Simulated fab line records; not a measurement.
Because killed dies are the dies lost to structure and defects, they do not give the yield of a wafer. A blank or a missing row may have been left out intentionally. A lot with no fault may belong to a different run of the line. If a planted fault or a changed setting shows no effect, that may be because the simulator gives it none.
A lot that was struck, set against a sound lot / flow rit-cmos / 18 steps out of a route of 202
Sound: wafers L836.1, L836.3, L836.4. Wafers struck: L846.1, L846.4, L846.5. The cause comes at the end.
Per side, at each step with rows, come the tool, then ch with its chambers, and then its first start. Under that, the readings that differ: sound wafers / struck wafers / difference of the means / sigmas: that difference in standard deviations of wafers without a fault.
alike: words and numbers the same on both sides, and readings whose means are apart by under 2 such deviations; not compared: readings that were withheld, readings missing a value for some wafer, numbers with overlapping values and no deviation given by the record, and bounds like >300 which may hide the same value.
A row with sigmas, a row that says differs or no value, or rows on one side alone: a step with any of these is where the two part. Non-overlapping numbers with no deviation appear without sigmas and do not part them. Lack of a reading on every wafer of one side parts them only where that side has two or more wafers.

first, 4 steps without rows for these wafers: RIT_PSD_SOFTBAKE_02 (time 60 s); RIT_PSD_EXPOSE_03 (exposes mask M10, target cd 40900 nm); RIT_PSD_PEB_04; RIT_PSD_DEVELOP_05 (develop time 50 s).
RIT_PSD_OVL_MEAS_06:
  sound on overlay-01 at day 4 04:54; struck on overlay-02 at day 6 07:52
  alike: PSD_OVL
then, 2 steps without rows for these wafers: RIT_PSD_HARDBAKE_07 (time 60 s); RIT_PSD_IMPLANT_08.
RIT_PSD_STRIP_09: strips in O2, time 180 s.
  sound on plasma-asher-01 ch 0,1, day 4 05:14; struck on plasma-asher-04 ch 1, day 6 08:11
  alike: drypump-motor-current-A
  not compared: rf-hours-counter-h
RIT_PSD_TW_MEAS_10:
  sound on film-metro-03 at day 4 05:25; struck on film-metro-03 at day 6 08:22
  alike: PSD_TW
then, 3 steps without rows for these wafers: RIT_SDANNEAL_CLEAN_00 (cleans in SC1, time 600 s); RIT_SDANNEAL_CLEAN_01 (cleans in dHF, time 30 s); RIT_SDANNEAL_CLEAN_02 (cleans in SC2, time 600 s).
RIT_SDANNEAL_RTA_03: time 5 s.
  sound on rtp-anneal-01 ch 0, day 4 05:50; struck on rtp-anneal-01 ch 0, day 6 08:50
  alike: wafer_temp_C_max
RIT_SDANNEAL_RS_MEAS_04: measurement is done with a four-point probe.
  sound on film-metro-04 at day 4 05:54; struck on film-metro-03 at day 6 09:15
reading=PSD_RS (ohm/sq); sound=115.9 115.9 115.9; struck=128.1 127.8 127.6; difference=+11.9; sigmas=+40
  not compared: hold
RIT_SDANNEAL_RS_MEAS_05: measurement is done with a four-point probe.
  sound on film-metro-04 at day 4 06:01; struck on film-metro-03 at day 6 11:34
reading=hold; sound=- - -; struck=await-dispo/2.2h/release await-dispo/2.2h/release await-dispo/2.2h/release; difference=no value on the sound wafers; sigmas=
reading=NSD_RS (ohm/sq); sound=84.1 84.4 84.3; struck=85.1 85.1 85.4; difference=+0.9; sigmas=+3
RIT_SDANNEAL_RS_MEAS_06: measurement is done with a four-point probe.
  sound on film-metro-04 at day 4 06:08; struck on film-metro-03 at day 6 12:07
reading=PLDD_RS (ohm/sq); sound=178.4 179.1 178.8; struck=191.0 190.7 191.1; difference=+12.2; sigmas=+25
  not compared: hold
RIT_SDANNEAL_RS_MEAS_07: measurement is done with a four-point probe.
  sound on film-metro-04 at day 4 06:16; struck on film-metro-03 at day 6 16:02
reading=hold; sound=- - -; struck=await-dispo/3.8h/release await-dispo/3.8h/release await-dispo/3.8h/release; difference=no value on the sound wafers; sigmas=
  alike: NLDD_RS
RIT_M1_PROBE_99:
  sound on prober-01 at day 4 13:47; struck on prober-01 at day 6 23:02
reading=killed_at_M0_to_M3; sound=0 1 0; struck=0 0 0; difference=+0; sigmas=-3
  alike: killed-at-contacts, killed-at-front-end, killed-dies, killed-open, killed-short

== WHERE THEY PART ==
First at RIT_SDANNEAL_RS_MEAS_04; last, within this record, at RIT_M1_PROBE_99.

WHY: the cause the simulator had injected
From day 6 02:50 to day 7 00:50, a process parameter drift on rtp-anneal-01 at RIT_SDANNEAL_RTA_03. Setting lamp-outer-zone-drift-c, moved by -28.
